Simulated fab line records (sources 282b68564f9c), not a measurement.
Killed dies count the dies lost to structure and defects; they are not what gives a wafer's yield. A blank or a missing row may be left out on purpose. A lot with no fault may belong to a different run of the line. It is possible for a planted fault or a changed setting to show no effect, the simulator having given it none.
fab line records    flow ritCmos
record lots=7  wafers=21  lastDay=7
route steps=202 shown FOX2@25 NWELL@28 PWELL@39 WELLDRIVE@50 NRETRO@53 PRETRO@64
lots with no fault: from the same line, run without faults
startH: hours from the record's opening day to when the first of the lot's shown wafers began    waitH: how many hours have passed since the lot's step before this one    " as in the row above    L1.1+2: several wafers, shown together as one row    - no value, or no start was given    * or withheld: withheld    < > ~ a bound
route shown NAME@n: NAME is a module with steps in the file, n the number in the route of the first one    usual: mean and standard deviation over wafers with no fault    same: alike in all rows    chamber/n: place in a boat    sites: per-site readings    _std_site: their standard deviation    _edge_site: mean of outer sites minus mean of inner sites    radiusMm: for every site, how far away it sits from the centre of the wafer    mask NAME#n: copy n    behind: tool/chamber where the wafer was last shaped    hold: reason for holding the lot/hours on hold/outcome of the hold    device: names the non-switching transistor (n, p or np)    end of line: tests run on the same wafers once the route is complete    a step without rows: its recipe alone    killed: the dies lost at the first sort to structure and to defects; this is not the yield of the wafer    map: the dies of a wafer, with x for killed, . for not killed, _ for no die there
set.NAME: the setting the step ran with; set.NAME@STEP: the setting that earlier step ran with    model.NAME: the simulator's own value behind a step, which no gauge read
lots seen at some steps along the route; tables by step, rows by wafer
services: the hour from which a tool's chamber was out of use, counted from the record's first day as startH (under 0 if before that day), plus the number of hours and why
## steps
# step RIT_FOX2_CLEAN_02
# recipe chemistry=dHF  dilution=50:1  timeS=180
# step RIT_FOX2_WET_ETCH_03
# recipe chemistry=H3PO4  target=Si3N4  targetDepthNm=195  tempC=165  timeS=2801
# step RIT_FOX2_THK_MEAS_90
# recipe reads=SiO2_of_FOX2_OXIDATION_00
# usual FIELD_OXIDE_LEFT_1_THK=325/6.2
lot.wafer  tool          chamber  startH  waitH  FIELD_OXIDE_LEFT_1_THK[nm]
L775.2     filmMetro-04  -        33.10   0.0    334
L775.4     "             -        "       "      332
L775.5     "             -        "       "      327
L782.2     filmMetro-03  -        65.43   0.0    328
L782.3     "             -        "       "      321
L782.4     "             -        "       "      323
L783.1     filmMetro-01  -        71.72   0.0    333
L783.2     "             -        "       "      326
L783.4     "             -        "       "      331
L784.1     filmMetro-01  -        77.68   0.0    333
L784.2     "             -        "       "      334
L784.6     "             -        "       "      329
L791.1     filmMetro-01  -        112.72  0.0    317
L791.4     "             -        "       "      322
L791.5     "             -        "       "      314
L794.2     filmMetro-01  -        126.84  0.0    325
L794.5     "             -        "       "      326
L794.6     "             -        "       "      320
L796.1     filmMetro-03  -        136.32  0.0    331
L796.2     "             -        "       "      325
L796.3     "             -        "       "      334
# step RIT_NWELL_HMDS_00
# recipe primeTimeS=60  primeTempC=140
# step RIT_NWELL_COAT_01
# recipe resist=NOVOLAK  spinRpm=2000  resistThkNm=1300
# step RIT_NWELL_SOFTBAKE_02
# recipe resist=NOVOLAK  tempC=90  timeS=60
# step RIT_NWELL_EXPOSE_03
# recipe maskId=M2  na=0.57  targetCdNm=43900  doseMj=250
# step RIT_NWELL_PEB_04
# recipe resist=NOVOLAK  tempC=withheld  timeS=withheld
# step RIT_NWELL_DEVELOP_05
# recipe resist=NOVOLAK  developTimeS=68  devTempC=23
# step RIT_NWELL_OVL_MEAS_06
# usual NWELL_OVL=0.4/1.5
lot.wafer  tool        chamber  startH  waitH  NWELL_OVL[nm]
L775.2     overlay-01  -        34.04   -      2.8
L775.4     "           -        "       "      0.9
L775.5     "           -        "       "      3.0
L782.2     overlay-01  -        66.50   -      -0.9
L782.3     "           -        "       "      1.7
L782.4     "           -        "       "      0.2
L783.1     overlay-01  -        72.75   -      -1.6
L783.2     "           -        "       "      -0.5
L783.4     "           -        "       "      1.3
L784.1     overlay-01  -        78.74   -      1.0
L784.2     "           -        "       "      -0.7
L784.6     "           -        "       "      -0.5
L791.1     overlay-01  -        113.85  -      2.4
L791.4     "           -        "       "      2.2
L791.5     "           -        "       "      2.8
L794.2     overlay-02  -        127.77  -      -0.5
L794.5     "           -        "       "      -1.5
L794.6     "           -        "       "      -2.4
L796.1     overlay-02  -        137.49  -      -0.2
L796.2     "           -        "       "      -1.3
L796.3     "           -        "       "      0.3
# step RIT_NWELL_HARDBAKE_07
# recipe resist=NOVOLAK  tempC=140  timeS=120
# step RIT_NWELL_IMPLANT_08
# recipe species=P  energyKev=170  doseCm2=5e+13  tiltDeg=7
# step RIT_NWELL_STRIP_09
# recipe chemistry=O2  timeS=180  resist=NOVOLAK  platenTempC=withheld  powerW=500  pressureMtorr=4000  o2FlowSccm=4000
# usual chamberPressureMTorr=4000/3.7  drypumpMotorCurrentA=5.73/0.29
lot.wafer  tool            chamber  startH  waitH  chamberPressureMTorr  drypumpMotorCurrentA  rfHoursCounterH  model.NOVOLAK_of_NWELL_COAT_01.thkNm
L775.2     plasmaAsher-04  0        34.47   0.1    3995                  5.43                  38               0
L775.4     "               1        "       "      4002                  5.56                  -                0
L775.5     "               1        "       "      3998                  5.55                  -                0
L782.2     plasmaAsher-03  0        66.93   0.1    -                     -                     -                1140
L782.3     "               1        "       "      -                     -                     -                1138
L782.4     "               0        "       "      -                     -                     -                1141
L783.1     plasmaAsher-03  0        73.18   0.1    -                     -                     -                1136
L783.2     "               1        "       "      -                     -                     -                1134
L783.4     "               0        "       "      -                     -                     -                1139
L784.1     plasmaAsher-01  1        79.18   0.1    -                     -                     -                1143
L784.2     "               0        "       "      -                     -                     -                1140
L784.6     "               1        "       "      -                     -                     -                1140
L791.1     plasmaAsher-01  0        114.29  0.1    4001                  6.22                  48               0
L791.4     "               1        "       "      3995                  5.53                  -                0
L791.5     "               1        "       "      4003                  5.54                  -                0
L794.2     plasmaAsher-04  1        128.20  0.1    3997                  5.58                  1                0
L794.5     "               0        "       "      4000                  5.47                  -                0
L794.6     "               1        "       "      4000                  5.59                  -                0
L796.1     plasmaAsher-04  1        138.14  0.1    3996                  5.57                  2                0
L796.2     "               0        "       "      3998                  5.44                  2                0
L796.3     "               1        "       "      4002                  5.55                  -                0
# step RIT_NWELL_TW_MEAS_10
# usual NWELL_TW=2148/14
lot.wafer  tool          chamber  startH  waitH  NWELL_TW
L775.2     filmMetro-04  -        34.66   0.1    2150
L775.4     "             -        "       "      2159
L775.5     "             -        "       "      2150
L782.2     filmMetro-04  -        67.11   0.1    2137
L782.3     "             -        "       "      2140
L782.4     "             -        "       "      2126
L783.1     filmMetro-03  -        73.36   0.1    2151
L783.2     "             -        "       "      2148
L783.4     "             -        "       "      2135
L784.1     filmMetro-04  -        79.35   0.1    2152
L784.2     "             -        "       "      2155
L784.6     "             -        "       "      2154
L791.1     filmMetro-02  -        114.46  0.1    2126
L791.4     "             -        "       "      2123
L791.5     "             -        "       "      2123
L794.2     filmMetro-02  -        128.39  0.1    2156
L794.5     "             -        "       "      2145
L794.6     "             -        "       "      2155
L796.1     filmMetro-04  -        138.31  0.1    2162
L796.2     "             -        "       "      2156
L796.3     "             -        "       "      2164
# step RIT_PWELL_HMDS_00
# recipe primeTimeS=60  primeTempC=140
# step RIT_PWELL_COAT_01
# recipe resist=NOVOLAK  spinRpm=2000  resistThkNm=1300
# step RIT_PWELL_SOFTBAKE_02
# recipe resist=NOVOLAK  tempC=90  timeS=62.36
# usual heaterPowerTotalW=34.56/0.047  plateSensorTCentreC=90.969/0.0095  plateSensorTEdgeC=91.020/0.01
lot.wafer  tool           chamber  startH  waitH  heaterPowerTotalW  plateSensorTCentreC  plateSensorTEdgeC
L775.2     lithoTrack-03  0        35.03   0.1    34.59              90.975               91.013
L775.4     "              0        "       "      34.54              90.964               91.010
L775.5     "              0        "       "      34.56              90.958               91.008
L782.2     lithoTrack-01  0        67.49   0.1    34.46              90.950               91.010
L782.3     "              0        "       "      34.57              90.970               91.010
L782.4     "              0        "       "      34.56              90.965               91.011
L783.1     lithoTrack-01  0        73.72   0.1    34.60              90.954               91.020
L783.2     "              0        "       "      34.54              90.970               91.036
L783.4     "              0        "       "      34.60              90.970               91.015
L784.1     lithoTrack-03  0        79.71   0.1    34.55              90.974               91.031
L784.2     "              0        "       "      34.58              90.953               91.026
L784.6     "              0        "       "      34.66              90.973               91.026
L791.1     lithoTrack-02  0        114.82  0.1    34.58              90.967               91.012
L791.4     "              0        "       "      34.52              90.971               91.031
L791.5     "              0        "       "      34.66              90.950               91.028
L794.2     lithoTrack-03  0        128.76  0.1    34.60              90.986               91.013
L794.5     "              0        "       "      34.56              90.973               90.998
L794.6     "              0        "       "      34.63              90.973               91.007
L796.1     lithoTrack-02  0        138.67  0.1    34.53              90.965               91.019
L796.2     "              0        "       "      34.52              90.960               91.006
L796.3     "              0        "       "      34.45              90.962               91.023
# step RIT_PWELL_EXPOSE_03
# recipe maskId=M3  na=0.57  targetCdNm=43700  doseMj=250
# step RIT_PWELL_PEB_04
# recipe resist=NOVOLAK  tempC=withheld  timeS=withheld
# step RIT_PWELL_DEVELOP_05
# recipe resist=NOVOLAK  developTimeS=68  devTempC=23
# step RIT_PWELL_OVL_MEAS_06
# usual PWELL_OVL=-0.9/1.6
lot.wafer  tool        chamber  startH  waitH  PWELL_OVL[nm]
L775.2     overlay-02  -        35.59   -      -0.1
L775.4     "           -        "       "      0.7
L775.5     "           -        "       "      0.6
L782.2     overlay-01  -        68.18   -      1.5
L782.3     "           -        "       "      1.0
L782.4     "           -        "       "      2.0
L783.1     overlay-02  -        74.42   -      -1.1
L783.2     "           -        "       "      0.7
L783.4     "           -        "       "      0.3
L784.1     overlay-02  -        80.42   -      -2.2
L784.2     "           -        "       "      -2.9
L784.6     "           -        "       "      -2.6
L791.1     overlay-01  -        115.53  -      -0.7
L791.4     "           -        "       "      -0.8
L791.5     "           -        "       "      -0.4
L794.2     overlay-01  -        129.55  -      0.5
L794.5     "           -        "       "      -0.6
L794.6     "           -        "       "      1.4
L796.1     overlay-02  -        139.25  -      -3.9
L796.2     "           -        "       "      -2.5
L796.3     "           -        "       "      -2.9
# step RIT_PWELL_HARDBAKE_07
# recipe resist=NOVOLAK  tempC=140  timeS=120
# step RIT_PWELL_IMPLANT_08
# recipe species=B  energyKev=170  doseCm2=7e+13  tiltDeg=7
# step RIT_PWELL_STRIP_09
# recipe chemistry=O2  timeS=180  resist=NOVOLAK  platenTempC=withheld  powerW=500  pressureMtorr=4000  o2FlowSccm=4000
# usual chamberPressureMTorr=3999/4  drypumpMotorCurrentA=5.82/0.26
lot.wafer  tool            chamber  startH  waitH  chamberPressureMTorr  drypumpMotorCurrentA  rfHoursCounterH
L775.2     plasmaAsher-04  1        36.07   0.1    4000                  5.57                  38
L775.4     "               0        "       "      3993                  5.46                  -
L775.5     "               0        "       "      4006                  5.44                  -
L782.2     plasmaAsher-04  0        68.61   0.1    3998                  5.41                  41
L782.3     "               0        "       "      4000                  5.44                  -
L782.4     "               1        "       "      3999                  5.56                  -
L783.1     plasmaAsher-02  0        74.86   0.1    3994                  5.83                  43
L783.2     "               1        "       "      4003                  6.12                  43
L783.4     "               1        "       "      3993                  6.08                  -
L784.1     plasmaAsher-04  0        80.86   0.1    3996                  5.46                  43
L784.2     "               1        "       "      3998                  5.57                  43
L784.6     "               1        "       "      4001                  5.57                  -
L791.1     plasmaAsher-02  1        115.96  0.1    4004                  6.16                  47
L791.4     "               0        "       "      4000                  5.85                  -
L791.5     "               0        "       "      4004                  5.84                  -
L794.2     plasmaAsher-02  0        130.14  0.1    3997                  5.83                  49
L794.5     "               1        "       "      3999                  6.16                  -
L794.6     "               0        "       "      3996                  5.84                  -
L796.1     plasmaAsher-02  0        139.69  0.1    4007                  5.83                  50
L796.2     "               1        "       "      3998                  6.13                  50
L796.3     "               1        "       "      3998                  6.14                  -
# step RIT_PWELL_TW_MEAS_10
# usual PWELL_TW=952/8.9
lot.wafer  tool          chamber  startH  waitH  PWELL_TW
L775.2     filmMetro-02  -        36.25   0.1    940
L775.4     "             -        "       "      945
L775.5     "             -        "       "      940
L782.2     filmMetro-02  -        68.79   0.1    30
L782.3     "             -        "       "      30
L782.4     "             -        "       "      30
L783.1     filmMetro-04  -        75.03   0.1    30
L783.2     "             -        "       "      30
L783.4     "             -        "       "      30
L784.1     filmMetro-03  -        81.03   0.1    30
L784.2     "             -        "       "      30
L784.6     "             -        "       "      30
L791.1     filmMetro-03  -        116.14  0.1    951
L791.4     "             -        "       "      951
L791.5     "             -        "       "      948
L794.2     filmMetro-03  -        130.32  0.1    960
L794.5     "             -        "       "      959
L794.6     "             -        "       "      959
L796.1     filmMetro-02  -        139.86  0.1    958
L796.2     "             -        "       "      957
L796.3     "             -        "       "      954
# step RIT_WELLDRIVE_ANNEAL_00
# recipe tempC=1100  timeS=14700  ambient=N2
# step RIT_WELLDRIVE_RS_MEAS_01
# recipe thkMeasGauge=four-point-probe
# usual NWELL_RS=275.6/0.67
lot.wafer  tool          chamber  startH  waitH  NWELL_RS[ohm/sq]
L775.2     filmMetro-04  -        41.40   0.0    274.6
L775.4     "             -        "       "      275.3
L775.5     "             -        "       "      275.5
L782.2     filmMetro-04  -        73.94   0.0    274.9
L782.3     "             -        "       "      276.0
L782.4     "             -        "       "      275.8
L783.1     filmMetro-04  -        81.82   0.0    276.5
L783.2     "             -        "       "      276.7
L783.4     "             -        "       "      275.8
L784.1     filmMetro-02  -        86.90   0.0    275.0
L784.2     "             -        "       "      274.8
L784.6     "             -        "       "      275.8
L791.1     filmMetro-04  -        122.83  0.0    276.0
L791.4     "             -        "       "      276.4
L791.5     "             -        "       "      276.6
L794.2     filmMetro-04  -        135.48  0.0    275.6
L794.5     "             -        "       "      275.9
L794.6     "             -        "       "      275.0
L796.1     filmMetro-04  -        145.62  0.0    276.7
L796.2     "             -        "       "      276.1
L796.3     "             -        "       "      276.1
# step RIT_WELLDRIVE_RS_MEAS_02
# recipe thkMeasGauge=four-point-probe
# usual PWELL_RS=429.9/1.3
lot.wafer  tool          chamber  startH  waitH  PWELL_RS[ohm/sq]
L775.2     filmMetro-04  -        41.52   0.1    430.1
L775.4     "             -        "       "      428.1
L775.5     "             -        "       "      428.8
L782.2     filmMetro-04  -        74.06   0.1    431.0
L782.3     "             -        "       "      430.9
L782.4     "             -        "       "      431.9
L783.1     filmMetro-04  -        81.94   0.1    429.8
L783.2     "             -        "       "      430.4
L783.4     "             -        "       "      430.7
L784.1     filmMetro-02  -        87.02   0.1    429.6
L784.2     "             -        "       "      428.3
L784.6     "             -        "       "      428.9
L791.1     filmMetro-04  -        122.95  0.1    430.4
L791.4     "             -        "       "      431.1
L791.5     "             -        "       "      430.3
L794.2     filmMetro-04  -        135.60  0.1    430.6
L794.5     "             -        "       "      430.1
L794.6     "             -        "       "      430.9
L796.1     filmMetro-04  -        145.74  0.1    428.1
L796.2     "             -        "       "      429.5
L796.3     "             -        "       "      429.7
# step RIT_NRETRO_HMDS_00
# recipe primeTimeS=60  primeTempC=140
# step RIT_NRETRO_COAT_01
# recipe resist=NOVOLAK  spinRpm=2000  resistThkNm=1300
# step RIT_NRETRO_SOFTBAKE_02
# recipe resist=NOVOLAK  tempC=89.01  timeS=60
# step RIT_NRETRO_EXPOSE_03
# recipe maskId=M4  na=0.57  targetCdNm=43900  doseMj=250
# step RIT_NRETRO_PEB_04
# recipe resist=NOVOLAK  tempC=withheld  timeS=withheld
# step RIT_NRETRO_DEVELOP_05
# recipe resist=NOVOLAK  developTimeS=68  devTempC=23
# step RIT_NRETRO_OVL_MEAS_06
# usual NRETRO_OVL=-0.3/1.5
lot.wafer  tool        chamber  startH  waitH  NRETRO_OVL[nm]
L775.2     overlay-02  -        42.64   -      0.1
L775.4     "           -        "       "      -2.0
L775.5     "           -        "       "      -1.0
L782.2     overlay-02  -        75.22   -      0.6
L782.3     "           -        "       "      -0.4
L782.4     "           -        "       "      0.8
L783.1     overlay-02  -        82.94   -      -3.1
L783.2     "           -        "       "      0.7
L783.4     "           -        "       "      -0.3
L784.1     overlay-01  -        88.14   -      -1.8
L784.2     "           -        "       "      -0.5
L784.6     "           -        "       "      -0.6
L791.1     overlay-01  -        124.07  -      2.3
L791.4     "           -        "       "      1.0
L791.5     "           -        "       "      1.6
L794.2     overlay-02  -        136.71  -      -2.7
L794.5     "           -        "       "      -3.8
L794.6     "           -        "       "      -2.5
L796.1     overlay-01  -        146.74  -      1.1
L796.2     "           -        "       "      1.7
L796.3     "           -        "       "      -1.5
# step RIT_NRETRO_HARDBAKE_07
# recipe resist=NOVOLAK  tempC=140  timeS=120
# step RIT_NRETRO_IMPLANT_08
# recipe species=P  energyKev=70  doseCm2=1e+13  tiltDeg=7
# step RIT_NRETRO_STRIP_09
# recipe chemistry=O2  timeS=180  resist=NOVOLAK  platenTempC=withheld  powerW=500  pressureMtorr=4000  o2FlowSccm=4000
# usual chamberPressureMTorr=4000/3.6  drypumpMotorCurrentA=5.94/0.24
lot.wafer  tool            chamber  startH  waitH  chamberPressureMTorr  drypumpMotorCurrentA  rfHoursCounterH
L775.2     plasmaAsher-01  0        43.07   0.1    3998                  6.23                  41
L775.4     "               1        "       "      3995                  5.55                  -
L775.5     "               1        "       "      3995                  5.55                  -
L782.2     plasmaAsher-03  0        75.65   0.1    4002                  6.07                  28
L782.3     "               1        "       "      4002                  5.79                  -
L782.4     "               0        "       "      4000                  6.07                  -
L783.1     plasmaAsher-01  0        83.37   0.1    4000                  6.23                  45
L783.2     "               1        "       "      3993                  5.54                  45
L783.4     "               0        "       "      4001                  6.23                  -
L784.1     plasmaAsher-02  1        88.58   0.1    4002                  6.17                  44
L784.2     "               0        "       "      4004                  5.85                  44
L784.6     "               0        "       "      4005                  5.84                  -
L791.1     plasmaAsher-02  1        124.51  0.1    3999                  6.16                  48
L791.4     "               0        "       "      4001                  5.82                  -
L791.5     "               1        "       "      4003                  6.18                  -
L794.2     plasmaAsher-02  0        137.18  0.1    4000                  5.87                  50
L794.5     "               0        "       "      3997                  5.82                  -
L794.6     "               1        "       "      3999                  6.18                  -
L796.1     plasmaAsher-02  0        147.18  0.1    3994                  5.85                  51
L796.2     "               1        "       "      4009                  6.12                  51
L796.3     "               1        "       "      4003                  6.11                  -
# step RIT_NRETRO_TW_MEAS_10
# usual NRETRO_TW=1040/10
lot.wafer  tool          chamber  startH  waitH  NRETRO_TW
L775.2     filmMetro-01  -        43.25   0.1    1037
L775.4     "             -        "       "      1035
L775.5     "             -        "       "      1033
L782.2     filmMetro-02  -        75.83   0.1    30
L782.3     "             -        "       "      30
L782.4     "             -        "       "      30
L783.1     filmMetro-02  -        83.55   0.1    30
L783.2     "             -        "       "      30
L783.4     "             -        "       "      30
L784.1     filmMetro-01  -        88.76   0.1    29
L784.2     "             -        "       "      29
L784.6     "             -        "       "      30
L791.1     filmMetro-02  -        124.68  0.1    1049
L791.4     "             -        "       "      1054
L791.5     "             -        "       "      1054
L794.2     filmMetro-01  -        137.36  0.1    1023
L794.5     "             -        "       "      1028
L794.6     "             -        "       "      1029
L796.1     filmMetro-01  -        147.35  0.1    1027
L796.2     "             -        "       "      1033
L796.3     "             -        "       "      1038
# step RIT_PRETRO_HMDS_00
# recipe primeTimeS=60  primeTempC=140
# step RIT_PRETRO_COAT_01
# recipe resist=NOVOLAK  spinRpm=2000  resistThkNm=1300
# step RIT_PRETRO_SOFTBAKE_02
# recipe resist=NOVOLAK  tempC=90  timeS=60
# step RIT_PRETRO_TW_MEAS_10
# usual PRETRO_TW=474/6
lot.wafer  tool          chamber  startH  waitH  PRETRO_TW
L775.2     filmMetro-02  -        44.80   0.1    469
L775.4     "             -        "       "      471
L775.5     "             -        "       "      469
L782.2     filmMetro-04  -        77.51   0.1    30
L782.3     "             -        "       "      30
L782.4     "             -        "       "      30
L783.1     filmMetro-01  -        85.22   0.1    29
L783.2     "             -        "       "      30
L783.4     "             -        "       "      29
L784.1     filmMetro-02  -        90.31   0.1    30
L784.2     "             -        "       "      30
L784.6     "             -        "       "      30
L791.1     filmMetro-01  -        126.36  0.1    462
L791.4     "             -        "       "      463
L791.5     "             -        "       "      462
L794.2     filmMetro-02  -        138.91  0.1    480
L794.5     "             -        "       "      477
L794.6     "             -        "       "      475
L796.1     filmMetro-04  -        149.03  0.1    483
L796.2     "             -        "       "      480
L796.3     "             -        "       "      481
## services
tool            chamber  startH  hours  kind
plasmaAsher-03  -        24.30   2.2    repair
plasmaAsher-02  -        79.75   1.5    repair
plasmaAsher-03  -        80.05   2.8    pm
plasmaAsher-01  -        86.60   2.0    repair
plasmaAsher-04  -        108.75  9.0    pm
plasmaAsher-04  0        108.75  9.0    ventCycle
plasmaAsher-04  1        108.75  9.0    ventCycle
plasmaAsher-04  0        117.75  -      clean
plasmaAsher-04  1        117.75  -      clean
## key
firstSign step=RIT_NWELL_STRIP_09  reading=toolRecord  direction=missing
effect step=RIT_PWELL_TW_MEAS_10  reading=PWELL_TW  direction=down  sigmas=99+  usual=952  struck=30
effect step=RIT_NRETRO_TW_MEAS_10  reading=NRETRO_TW  direction=down  sigmas=97  usual=1040  struck=30
effect step=RIT_PRETRO_TW_MEAS_10  reading=PRETRO_TW  direction=down  sigmas=75  usual=474  struck=30
modelEffect step=RIT_NWELL_STRIP_09  value=NOVOLAK_of_NWELL_COAT_01.thkNm  without=0  struck=1139
metAt RIT_NWELL_STRIP_09
struckWafers L782.2,L782.3,L782.4,L783.1,L783.2,L783.4,L784.1,L784.2,L784.6
sortLeftOut L782.2,L782.3,L782.4,L783.1,L783.2,L783.4,L784.1,L784.2,L784.6
testerLeftOut L782,L783,L784
fault kind=skippedStepWhole  tool=plasmaAsher-01,plasmaAsher-03  chamber=-  onsetH=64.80  steps=RIT_NWELL_STRIP_09  scope=struckLotsOnly
# testerLeftOut: of these lots the tester's yield and bins aren't shown, on N5 and GAA mostly nor the transistor test; their killed dies are dies lost to structure and defects alone, not to doping, threshold or leakage, so they don't give the yield
# sortLeftOut: the simulated sort isn't trusted on such a fault, so these wafers' sort isn't shown, and their yield isn't known
